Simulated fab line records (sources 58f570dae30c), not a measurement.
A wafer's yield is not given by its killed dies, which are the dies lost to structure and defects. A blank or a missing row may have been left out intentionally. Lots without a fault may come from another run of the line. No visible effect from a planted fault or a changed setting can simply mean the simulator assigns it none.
Struck lot and sound lot, side by side + flow berkeley-cmos170 + 45 out of 331 route steps
Sound: the wafers L611.2, L611.3, L611.5. Wafers struck: L605.2, L605.3, L605.5. Last of all comes the cause.
At each step with rows: each side's tool, then ch and its chambers, then its first start. Under that, the readings that differ: sound wafers + struck wafers + difference of the means + sigmas: that difference in standard deviations of wafers without a fault.
alike: readings with means less than 2 such deviations apart, plus words and numbers identical on both sides. not compared: withheld readings, readings lacking a value on some wafer, bounds such as >300 that could conceal the same value, and numbers that have no deviation in the record and whose values overlap.
A row with sigmas, a row that says differs or no value, or rows on one side alone: a step with any of these is where the two part. When numbers do not overlap yet have no deviation, they are printed without sigmas and do not part them. Lack of a reading on every wafer of one side parts them only where that side has two or more wafers.

first, 3 steps without rows for these wafers: UCB170_NLDD_EXPOSE_03 (exposes mask NSELECT, target cd 1200 nm); UCB170_NLDD_PEB_04; UCB170_NLDD_DEVELOP_05 (develop time 45 s).
UCB170_NLDD_CD_MEAS_06: target cd 1200 nm.
  sound: cd-sem-01 at day 10 04:28; struck: cd-sem-02 at day 8 19:04
  alike: cd-nm
UCB170_NLDD_OVL_MEAS_07:
  sound: overlay-02 at day 10 04:35; struck: overlay-02 at day 8 19:10
  alike: NLDD_OVL
then, 2 steps without rows for these wafers: UCB170_NLDD_IMPLANT_08; UCB170_NLDD_IMPLANT_09.
UCB170_NLDD_STRIP_10: strips in O2.
  sound on plasma-asher-02 ch 0,1, day 10 04:55; struck on plasma-asher-01 ch 0,1, day 8 19:29
| reading                      | sound             | struck            | difference | sigmas |
|------------------------------|-------------------|-------------------|------------|--------|
| strip-time-to-endpoint-s (s) | 21.50 21.62 21.53 | 21.68 21.70 21.64 | +0.12      | +2     |
  alike: drypump-motor-current-A, oes-product-au
  not compared: rf-hours-counter-h
UCB170_NLDD_TW_MEAS_11:
  sound: film-metro-04 at day 10 05:01; struck: film-metro-04 at day 8 19:36
  alike: NLDD_TW
then, 1 step without rows for these wafers: UCB170_NLDD_CLEAN_12 (cleans in SPM, time 600 s).
UCB170_SPACER_CVD_00: deposits SiO2 from TEOS/O2, target thk 376 nm, time 47 s.
  sound on pecvd-01 ch 0,2, day 10 05:14; struck on pecvd-01 ch 0,1, day 8 19:58
  alike: heater-power-w
  not compared: since-wet-clean-h
UCB170_SPACER_THK_MEAS_01:
  sound: film-metro-01 at day 10 05:17; struck: film-metro-04 at day 8 20:02
  alike: SPACER_TEOS_THK
UCB170_SPACER_ANNEAL_02: time 1800 s.
  sound on furnace-01 ch 0, day 10 08:43; struck on furnace-04 ch 0, day 8 23:35
| reading                 | sound          | struck         | difference | sigmas |
|-------------------------|----------------|----------------|------------|--------|
| zone-power-load-pct (%) | 27.9 27.9 27.6 | 34.0 33.7 33.9 | +6.1       | +2     |
  alike: spike-tc-source-C
then, 7 steps without rows for these wafers: UCB170_SPACER_ETCHBACK_03 (etches SiO2 in CHF3/CF4/Ar, stops on Si, target depth 376 nm, time 97.26 s); UCB170_PSD_HMDS_00 (prime time 60 s); UCB170_PSD_COAT_01 (resist thk 900 nm); UCB170_PSD_SOFTBAKE_02 (time 60 s); UCB170_PSD_EXPOSE_03 (exposes mask PSELECT MOD, target cd 1200 nm); UCB170_PSD_PEB_04; UCB170_PSD_DEVELOP_05 (develop time 45 s).
UCB170_PSD_CD_MEAS_06: target cd 1200 nm.
  sound: cd-sem-01 at day 10 11:50; struck: cd-sem-02 at day 9 03:11
  alike: cd-nm
UCB170_PSD_OVL_MEAS_07:
  sound: overlay-02 at day 10 11:56; struck: overlay-02 at day 9 03:18
  alike: PSD_OVL
next, for these wafers, 1 step has no rows: UCB170_PSD_IMPLANT_08.
UCB170_PSD_STRIP_09: strips in O2.
  sound on plasma-asher-02 ch 0,1, day 10 12:07; struck on plasma-asher-02 ch 0, day 9 03:29
| reading                      | sound             | struck            | difference | sigmas |
|------------------------------|-------------------|-------------------|------------|--------|
| strip-time-to-endpoint-s (s) | 29.32 29.40 29.34 | 29.15 29.20 29.14 | -0.19      | -2     |
  alike: drypump-motor-current-A, oes-product-au
  not compared: rf-hours-counter-h
UCB170_PSD_TW_MEAS_10:
  sound: film-metro-02 at day 10 12:14; struck: film-metro-04 at day 9 03:35
  alike: PSD_TW
then, 7 steps without rows for these wafers: UCB170_PSD_CLEAN_11 (cleans in SPM, time 600 s); UCB170_NSD_HMDS_00 (prime time 60 s); UCB170_NSD_COAT_01 (resist thk 900 nm); UCB170_NSD_SOFTBAKE_02 (time 60 s); UCB170_NSD_EXPOSE_03 (exposes mask NSELECT MOD, target cd 1200 nm); UCB170_NSD_PEB_04; UCB170_NSD_DEVELOP_05 (develop time 45 s).
UCB170_NSD_CD_MEAS_06: target cd 1200 nm.
  sound: cd-sem-01 at day 10 17:32; struck: cd-sem-02 at day 9 06:25
  alike: cd-nm
UCB170_NSD_OVL_MEAS_07:
  sound: overlay-01 at day 10 17:38; struck: overlay-02 at day 9 06:32
  alike: NSD_OVL
next, for these wafers, 1 step has no rows: UCB170_NSD_IMPLANT_08.
UCB170_NSD_STRIP_09: strips in O2.
  sound on plasma-asher-02 ch 0,1, day 10 17:49; struck on plasma-asher-02 ch 0, day 9 06:43
  alike: drypump-motor-current-A, oes-product-au, strip-time-to-endpoint-s
  not compared: rf-hours-counter-h
UCB170_NSD_TW_MEAS_10:
  sound: film-metro-02 at day 10 17:55; struck: film-metro-04 at day 9 06:49
  alike: NSD_TW
then, 4 steps without rows for these wafers: UCB170_NSD_CLEAN_11 (cleans in SPM, time 600 s); UCB170_BACKSIDE_HMDS_00 (prime time 60 s); UCB170_BACKSIDE_COAT_01 (resist thk 900 nm); UCB170_BACKSIDE_SOFTBAKE_02 (time 60 s).
UCB170_BACKSIDE_STRIP_03: strips in O2.
  sound on plasma-asher-04 ch 0,1, day 10 19:52; struck on plasma-asher-01 ch 0,1, day 9 08:13
  alike: drypump-motor-current-A, oes-product-au, strip-time-to-endpoint-s
  not compared: rf-hours-counter-h
UCB170_SDANNEAL_RS_MEAS_04: measures by four-point-probe.
  sound: film-metro-04 at day 10 20:31; struck: film-metro-03 at day 9 09:10
| reading          | sound                | struck            | difference | sigmas |
|------------------|----------------------|-------------------|------------|--------|
| PLDD_RS (ohm/sq) | 1035.5 1035.3 1035.6 | 950.6 952.2 953.6 | -83.3      | -29    |
  not compared: hold
UCB170_SDANNEAL_RS_MEAS_05: measures by four-point-probe.
  sound: film-metro-04 at day 10 20:38; struck: film-metro-03 at day 9 20:43
| reading          | sound             | struck            | difference | sigmas |
|------------------|-------------------|-------------------|------------|--------|
| NLDD_RS (ohm/sq) | 615.7 615.9 615.0 | 607.8 605.7 607.7 | -8.5       | -5     |
  not compared: hold
next, for these wafers, 1 step has no rows: UCB170_M3_PROBE_99.

## WHERE THEY PART
First at UCB170_NLDD_STRIP_10; last, within this record, at UCB170_SDANNEAL_RS_MEAS_05.

WHY: what the simulator had put in
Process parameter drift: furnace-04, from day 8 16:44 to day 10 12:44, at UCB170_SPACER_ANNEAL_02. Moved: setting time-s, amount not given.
